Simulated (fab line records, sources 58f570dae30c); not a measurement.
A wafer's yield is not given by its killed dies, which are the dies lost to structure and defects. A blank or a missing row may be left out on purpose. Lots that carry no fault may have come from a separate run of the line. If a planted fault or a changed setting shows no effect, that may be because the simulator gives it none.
Chamber matching    flow berkeley_cmos170    UCB170_GATE_ETCH_14 on rie_diel-04: 4 sister chambers
The step etches BARC in N2/H2. 4 wafers are shown with their chamber, then 7 later ones without.

## WAFERS, EACH WITH ITS CHAMBER
wafer   chamber  throttle_valve_pct (%)
L253.5  3        13.59
L253.6  2        12.95
L256.1  1        13.15
L256.3  0        13.05

## WAFERS WHOSE CHAMBER IS MISSING
wafer   throttle_valve_pct (%)
L256.4  13.59
L262.1  13.60
L262.2  13.13
L262.5  13.06
L266.1  12.93
L266.3  13.03
L266.5  12.92

## WHICH CHAMBER EACH ONE RAN IN
wafer   from the rows above  in truth
L256.4  3                    3
L262.1  3                    3
L262.2  1                    1
L262.5  0                    0
L266.1  2                    2
L266.3  0                    0
L266.5  2                    2
Correctly placed: 7 of 7. Can't be placed from these rows: 0. Wrongly placed: 0.
How it was worked out, from the rows above alone: a wafer's distance from a chamber is the root of the sum, over the readings, of the square of ((its reading less the chamber's mean) divided by the reading's scatter). The wafer belongs to the nearest chamber; if the next one is less than 2 further off, it can't be placed. For every chamber, the mean is computed from those of its wafers that are shown. The scatter: root of mean squared gap, hidden wafer to nearest shown wafer, with one shown wafer a chamber.
